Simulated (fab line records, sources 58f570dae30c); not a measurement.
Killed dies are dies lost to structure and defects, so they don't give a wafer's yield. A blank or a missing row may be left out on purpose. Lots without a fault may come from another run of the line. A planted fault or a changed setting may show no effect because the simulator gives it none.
Problem report in the 8D (eight disciplines) form, filled by code | flow berkeley_cmos170 | the parts of the form that need people (team, actions taken, sign-off) are left out

1. THE PROBLEM
FIELD_OXIDE_THK at UCB170_FIELD_THK_MEAS_02 reads a mean of 673 nm on 6 wafers of 2 lots; wafers without a fault read 560 nm with a standard deviation of 11. That is +10 standard deviations from the usual mean.
First seen on wafer L926.1, day 8 15:10, on film_metro-01. The record holds 42 wafers of 14 lots with a number at this step. Rule for "out", or "out of limits": more than 4 standard deviations from the usual mean. The other wafers with a number count as sound.

2. WHAT IT IS AND WHAT IT IS NOT
question                    | is                           | is not
which readings at this step | FIELD_OXIDE_THK              | -
which lots                  | L926, L927                   | L911, L912, L914, L915, L918, L919, L920, L921, L922, L923, L924, L925
which wafers of those lots  | all that have a number       | -
read on which gauges        | film_metro-01, film_metro-02 | film_metro-04
when                        | from day 8 15:10             | up to then (36 sound wafers)

3. SUSPECTS, AND WHAT RULES EACH OUT
Counting: a tool at a process step up to the reading stays a suspect if it ran every lot that is out and no sound lot after the first of them.
- the gauge at UCB170_FIELD_THK_MEAS_02: ruled out. The wafers that are out were read on 2 gauges (film_metro-01, film_metro-02).
- furnace-01 at UCB170_FIELD_OXIDATION_01 (target thk 558.3 nm, ox time 7200 s): kept. It ran every lot that is out, first L926 (day 8 12:10), and no sound lot after that; its last sound lot up to then is L922 (day 7 17:53). Its own readings are out on those wafers: spike_tc_centre_C, spike_tc_load_C, spike_tc_source_C, tube_center_temp_C, tube_center_temp_C_max.
Left after counting: furnace-01 at UCB170_FIELD_OXIDATION_01.

4. THE CAUSE (what the simulator had put in)
Process parameter drift: furnace-01, from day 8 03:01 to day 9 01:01, at UCB170_FIELD_OXIDATION_01. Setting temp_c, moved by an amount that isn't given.
Counting left only this tool.

5. THE CHAIN OF EFFECTS, in route order
Each row: a reading whose mean over the struck wafers that have a number lies more than 3 standard deviations from the usual. Only readings for which the record gives a usual standard deviation are gone through. hours: the time from each lot's start at the first step in this table that gives one to its start at this step, as a median over the lots. sigmas: the change in usual standard deviations.
hours | step                      | reading                | usual    | on struck wafers | change | sigmas
0     | UCB170_FIELD_OXIDATION_01 | spike_tc_centre_C      | 1002.8 C | 1035.0           | +32.2  | +23
0     | UCB170_FIELD_OXIDATION_01 | spike_tc_load_C        | 1026.1 C | 1059.7           | +33.6  | +22
0     | UCB170_FIELD_OXIDATION_01 | spike_tc_source_C      | 1023.4 C | 1056.7           | +33.3  | +14
0     | UCB170_FIELD_OXIDATION_01 | tube_center_temp_C     | 1000 C   | 1032             | +32    | +99 or more
0     | UCB170_FIELD_OXIDATION_01 | tube_center_temp_C_max | 1002.5   | 1034.5           | +32.0  | +82
3     | UCB170_FIELD_THK_MEAS_02  | FIELD_OXIDE_THK        | 560 nm   | 673              | +113   | +10
13    | UCB170_FIELD_THK_MEAS_90  | FIELD_OXIDE_LEFT_1_THK | 444 nm   | 556              | +112   | +10
38    | UCB170_FIELD_THK_MEAS_91  | FIELD_OXIDE_LEFT_2_THK | 355 nm   | 468              | +113   | +10
The process steps in it:
- UCB170_FIELD_OXIDATION_01: target thk 558.3 nm, ox time 7200 s.

6. WHAT WOULD HAVE CAUGHT IT SOONER
In this record the first reading out of limits at a measuring or inspecting step was taken at day 8 15:10, 12 hours after the fault began at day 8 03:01.
The tool's own readings at UCB170_FIELD_OXIDATION_01 were out on every struck wafer that the step has a row for (spike_tc_centre_C, spike_tc_load_C, spike_tc_source_C, tube_center_temp_C, tube_center_temp_C_max): an alarm limit on them would have fired on the first of those.
All the lots that are out (2) had begun UCB170_FIELD_OXIDATION_01 on furnace-01 by day 8 15:10. A hold on the tool at that time would have spared none of them.
